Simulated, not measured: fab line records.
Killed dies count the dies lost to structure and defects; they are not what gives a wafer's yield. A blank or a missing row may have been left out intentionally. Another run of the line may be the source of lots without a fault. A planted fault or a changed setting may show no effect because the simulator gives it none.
Which tool was responsible? | flow berkeley-cmos170 | 15 lots with 45 wafers sampled at 3 steps, on a route of 331 steps

== WHAT EACH GAUGE READ, for each wafer ==
UCB170_START_BOW_MEAS_00.
lot  | measured    | on            | INCOMING_BOW (um)
L775 | day 1 10:00 | film-metro-03 | -2 4 8
L776 | day 1 15:00 | film-metro-02 | -2 5 -11
L778 | day 2 01:01 | film-metro-04 | -6 9 -1
L779 | day 2 06:01 | film-metro-04 | -6 0 0
L780 | day 2 11:00 | film-metro-04 | 6 -8 4
L781 | day 2 16:01 | film-metro-02 | 2 -13 7
L783 | day 3 02:00 | film-metro-04 | -1 1 0
L787 | day 3 22:01 | film-metro-03 | -7 -7 3
L789 | day 4 08:01 | film-metro-04 | -7 -3 -4
L791 | day 4 18:01 | film-metro-02 | 14 -10 -15
L793 | day 5 04:01 | film-metro-02 | -10 -5 3
L795 | day 5 14:00 | film-metro-02 | -4 -5 3
L796 | day 5 19:01 | film-metro-03 | -2 -5 -12
L797 | day 6 00:00 | film-metro-04 | -3 6 8
L798 | day 6 05:01 | film-metro-02 | 9 3 2

UCB170_NWELL_THK_MEAS_02.
lot  | measured    | on            | NWELL_OXIDE_THK (nm)
L775 | day 2 12:04 | film-metro-01 | 26.0 26.0 26.4
L776 | day 2 17:10 | film-metro-04 | 26.6 26.6 27.2
L778 | day 2 17:10 | film-metro-01 | 25.9 26.6 26.3
L779 | day 3 02:52 | film-metro-03 | 26.4 27.1 26.7
L780 | day 3 02:52 | film-metro-04 | 26.3 26.3 26.9
L781 | day 3 08:44 | film-metro-01 | 26.3 26.4 26.2
L783 | day 3 15:15 | film-metro-03 | 26.4 26.1 26.3
L787 | day 4 16:06 | film-metro-03 | 27.0 27.3 27.1
L789 | day 5 02:47 | film-metro-03 | 25.9 26.4 25.6
L791 | day 5 12:23 | film-metro-01 | 26.4 26.0 26.5
L793 | day 5 20:59 | film-metro-03 | 25.9 26.1 25.9
L795 | day 6 08:10 | film-metro-01 | 26.8 26.7 26.2
L796 | day 6 16:23 | film-metro-01 | 27.2 27.4 27.4
L797 | day 6 16:22 | film-metro-03 | 27.2 27.3 27.3
L798 | day 7 02:11 | film-metro-01 | 26.6 27.2 26.9

UCB170_PWELL_THK_MEAS_06.
lot  | measured    | on            | PWELL_NITRIDE_THK (nm)
L775 | day 3 10:41 | film-metro-03 | 222.0 220.6 218.2
L776 | day 3 20:37 | film-metro-01 | 219.0 220.2 217.0
L778 | day 3 20:38 | film-metro-02 | 219.0 220.5 219.9
L779 | day 4 02:30 | film-metro-02 | 218.5 219.3 219.7
L780 | day 4 02:26 | film-metro-02 | 220.0 219.0 217.9
L781 | day 4 13:55 | film-metro-02 | 218.5 218.3 217.5
L783 | day 4 13:55 | film-metro-03 | 219.1 219.0 220.1
L787 | day 5 21:03 | film-metro-01 | 221.3 221.9 222.8
L789 | day 6 05:35 | film-metro-03 | 224.5 223.0 224.2
L791 | day 6 15:29 | film-metro-03 | 219.7 221.1 222.3
L793 | day 7 02:35 | film-metro-01 | 220.3 221.8 220.6
L795 | day 7 16:02 | film-metro-03 | 223.1 221.7 222.3
L796 | day 7 16:02 | film-metro-02 | 222.6 222.8 221.3
L797 | day 7 16:02 | film-metro-01 | 222.6 219.9 222.0
L798 | day 8 05:34 | film-metro-02 | 221.7 220.7 220.6

== TOOL THAT RAN EACH LOT (tool first, then ch and the chambers of the sampled wafers, then the start) ==
Before these readings, the record contains no process step.

== AS READ BY THE TOOLS THEMSELVES (means over the sampled wafers that have a number; for cases with no such wafer, the mark the record gives instead) ==
The record holds no such reading with a usual standard deviation.

== THE ANSWER, worked out from the rows above alone ==
Rule: what is usual is taken from the lots themselves. The widest of any qualifying gaps counts: lots, ordered by their means at a reading, are off when they make up no more than a third of the lots, leave a main group of 4 or more, and stand apart from it by 3 or more times the standard deviation of that group's means. If all means in a main group match to the digits the tables above print for the reading, that group is not used. Also off: a lot with no number at a reading for which 4 or more lots have one. All remaining lots with rows at the step are treated as sound. Order of review: gauges by route order, followed by the tools' own readings, for which a lot's mean as printed above is used. The first step at which some lot is off is used, and at that step the reading that is off furthest; a lot without a number counts as furthest.
Across all readings shown, no lot is off: no conclusion can be drawn from this.

== WHAT HAD BEEN PUT IN BY THE SIMULATOR ==
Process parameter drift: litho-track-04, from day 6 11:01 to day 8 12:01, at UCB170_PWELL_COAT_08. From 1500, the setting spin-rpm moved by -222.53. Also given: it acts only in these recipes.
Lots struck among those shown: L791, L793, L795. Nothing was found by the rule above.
